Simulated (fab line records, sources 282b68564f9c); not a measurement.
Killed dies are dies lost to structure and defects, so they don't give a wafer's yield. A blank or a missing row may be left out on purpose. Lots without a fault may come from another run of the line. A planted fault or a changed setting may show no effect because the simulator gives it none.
Which tool did it? | flow rit_cmos | 14 lots, 42 wafers sampled, at 5 steps of a route of 202

WHAT THE GAUGES READ, wafer by wafer
RIT_ACTIVE_BOW_MEAS_00.
lot  | measured    | on            | INCOMING_BOW (um)
L940 | day 1 10:00 | film_metro-03 | 14 -1 4
L943 | day 2 01:00 | film_metro-01 | 11 -1 2
L945 | day 2 11:00 | film_metro-04 | 5 -4 -13
L947 | day 2 21:02 | film_metro-01 | -2 7 -14
L948 | day 3 02:00 | film_metro-04 | -10 -5 -5
L949 | day 3 07:00 | film_metro-01 | 5 15 11
L950 | day 3 12:02 | film_metro-04 | -5 1 -6
L951 | day 3 17:02 | film_metro-03 | -1 4 -10
L955 | day 4 13:01 | film_metro-01 | 8 -1 10
L958 | day 5 04:01 | film_metro-03 | 0 5 16
L959 | day 5 09:00 | film_metro-01 | -3 -3 -4
L960 | day 5 14:04 | film_metro-01 | -8 1 0
L961 | day 5 19:01 | film_metro-03 | 10 -9 -1
L962 | day 6 00:01 | film_metro-04 | 13 0 2

RIT_PWELL_OVL_MEAS_06.
lot  | measured    | on         | PWELL_OVL (nm)
L940 | day 1 23:47 | overlay-02 | -1.2 -1.7 -0.7
L943 | day 2 14:52 | overlay-01 | 0.2 1.0 1.5
L945 | day 3 00:05 | overlay-01 | 0.7 2.5 0.8
L947 | day 3 15:24 | overlay-01 | -0.3 0.2 0.7
L948 | day 3 19:35 | overlay-01 | 1.4 0.9 2.0
L949 | day 4 00:37 | overlay-01 | 1.8 3.0 1.8
L950 | day 4 06:31 | overlay-01 | 0.8 0.4 0.9
L951 | day 4 08:47 | overlay-01 | 1.6 0.9 1.9
L955 | day 5 07:30 | overlay-01 | -0.9 1.8 0.6
L958 | day 5 22:03 | overlay-02 | -1.5 -0.9 -1.5
L959 | day 6 02:02 | overlay-01 | -0.7 0.0 0.1
L960 | day 6 04:44 | overlay-02 | -1.6 -1.1 -1.8
L961 | day 6 09:47 | overlay-01 | -0.8 0.8 0.6
L962 | day 6 14:38 | overlay-02 | -0.4 -1.2 0.0

RIT_NRETRO_TW_MEAS_10.
lot  | measured     | on            | NRETRO_TW
L940 | day 2 07:41  | film_metro-03 | 1042 1044 1039
L943 | day 2 22:58  | film_metro-03 | 1047 1041 1043
L945 | day 3 07:47  | film_metro-04 | 1048 1042 1042
L947 | day 3 23:11  | film_metro-03 | 1043 1039 1042
L948 | day 4 03:19  | film_metro-04 | 1053 1052 1046
L949 | day 4 09:26  | film_metro-01 | 1053 1053 1050
L950 | day 4 14:06  | film_metro-03 | 1046 1046 1041
L951 | day 4 17:01  | film_metro-03 | 1050 1049 1047
L955 | day 5 16:53  | film_metro-03 | 1043 1043 1042
L958 | day 6 05:50  | film_metro-04 | 863 858 858
L959 | day 6 10:39  | film_metro-03 | 856 859 857
L960 | day 6 13:05  | film_metro-03 | 1036 1039 1043
L961 | day 6 18:06  | film_metro-03 | 1036 1040 1040
L962 | day 18 11:10 | film_metro-04 | 1056 1062 1054

RIT_REOX_THK_MEAS_04.
lot  | measured     | on            | REOX_OXIDE_THK (nm)
L940 | day 2 17:48  | film_metro-04 | 24.8 25.2 25.6
L943 | day 3 16:41  | film_metro-04 | 25.7 25.9 25.8
L945 | day 4 01:18  | film_metro-04 | 24.9 24.9 24.7
L947 | day 4 11:35  | film_metro-02 | 25.3 25.5 25.2
L948 | day 4 14:54  | film_metro-02 | 24.7 24.9 24.8
L949 | day 5 05:34  | film_metro-01 | 25.5 25.3 25.5
L950 | day 5 05:35  | film_metro-04 | 25.4 25.3 24.8
L951 | day 5 05:35  | film_metro-02 | 25.3 25.3 24.9
L955 | day 6 03:51  | film_metro-02 | 25.1 25.4 25.1
L958 | day 6 17:22  | film_metro-04 | 25.4 25.6 25.8
L959 | day 6 20:28  | film_metro-04 | 25.3 25.4 25.5
L960 | day 7 02:17  | film_metro-01 | 24.2 24.3 24.6
L961 | day 7 07:41  | film_metro-04 | 25.3 25.2 25.4
L962 | day 19 00:10 | film_metro-02 | 25.0 24.6 24.5

WHICH TOOL RAN EACH LOT (tool, then ch and the chambers of the sampled wafers, then the start)
lot  | RIT_NRETRO_IMPLANT_08
L940 | implanter-04 ch 0, day 2 07:22
L943 | implanter-04 ch 0, day 2 22:39
L945 | implanter-02 ch 0, day 3 07:27
L947 | implanter-04 ch 0, day 3 22:52
L948 | implanter-02 ch 0, day 4 02:59
L949 | implanter-04 ch 0, day 4 09:07
L950 | implanter-04 ch 0, day 4 13:49
L951 | implanter-04 ch 0, day 4 16:44
L955 | implanter-02 ch 0, day 5 16:34
L958 | implanter-04 ch 0, day 6 05:31
L959 | implanter-04 ch 0, day 6 10:20
L960 | implanter-03 ch 0, day 6 12:48
L961 | implanter-03 ch 0, day 6 17:47
L962 | implanter-04 ch 0, day 18 10:52
- RIT_NRETRO_IMPLANT_08

WHAT THE TOOLS THEMSELVES READ (means of the sampled wafers that have a number; where no wafer has one, the mark that the record gives instead)
RIT_NRETRO_IMPLANT_08.
lot  | tool         | dose_ions_cm2 | faraday_current_uA
L940 | implanter-04 | 9.9860e+12    | 31.6
L943 | implanter-04 | 1.0006e+13    | 31.9
L945 | implanter-02 | 1.0005e+13    | 31.7
L947 | implanter-04 | 1.0020e+13    | 31.3
L948 | implanter-02 | 9.9660e+12    | 31.3
L949 | implanter-04 | 1.0013e+13    | 31.5
L950 | implanter-04 | 9.9907e+12    | 32.0
L951 | implanter-04 | 9.9940e+12    | 31.3
L955 | implanter-02 | 1.0001e+13    | 31.8
L958 | implanter-04 | 5.5020e+12    | 17.2
L959 | implanter-04 | 5.5023e+12    | 17.7
L960 | implanter-03 | 1.0006e+13    | 32.0
L961 | implanter-03 | 1.0001e+13    | 31.6
L962 | implanter-04 | 1.0003e+13    | 32.5

THE ANSWER, worked out from the rows above alone
Rule: what is usual is taken from the lots themselves. Put in order of their means at a reading, lots are off if they are a third of the lots or fewer, leave a main group of 4 or more, and stand apart from it by a gap of 3 or more times the standard deviation of the main group's means; of several such gaps the widest counts. A main group whose means are all the same, to the digits that the tables above print for the reading, isn't used. A lot without any number at a reading at which 4 lots or more have one is off too. The other lots that the step has rows for count as sound. The gauges are gone through in route order, then the tools' own readings, and for those a lot's mean is taken as printed above. The first step at which some lot is off is used, and at that step the reading that is off furthest; a lot without a number counts as furthest.
Off: L958, L959, at RIT_NRETRO_TW_MEAS_10 (NRETRO_TW). The main group: mean 1045, standard deviation 5.4.
A tool fits if, at a process step before that reading, it ran every lot that is off, and no sound lot after the first of them. The gauges at RIT_NRETRO_TW_MEAS_10 aren't tried: what is off there is off at RIT_NRETRO_IMPLANT_08 too, on other tools, and a gauge's error can't cause that. None of those tried fits.

WHAT THE SIMULATOR HAD PUT IN
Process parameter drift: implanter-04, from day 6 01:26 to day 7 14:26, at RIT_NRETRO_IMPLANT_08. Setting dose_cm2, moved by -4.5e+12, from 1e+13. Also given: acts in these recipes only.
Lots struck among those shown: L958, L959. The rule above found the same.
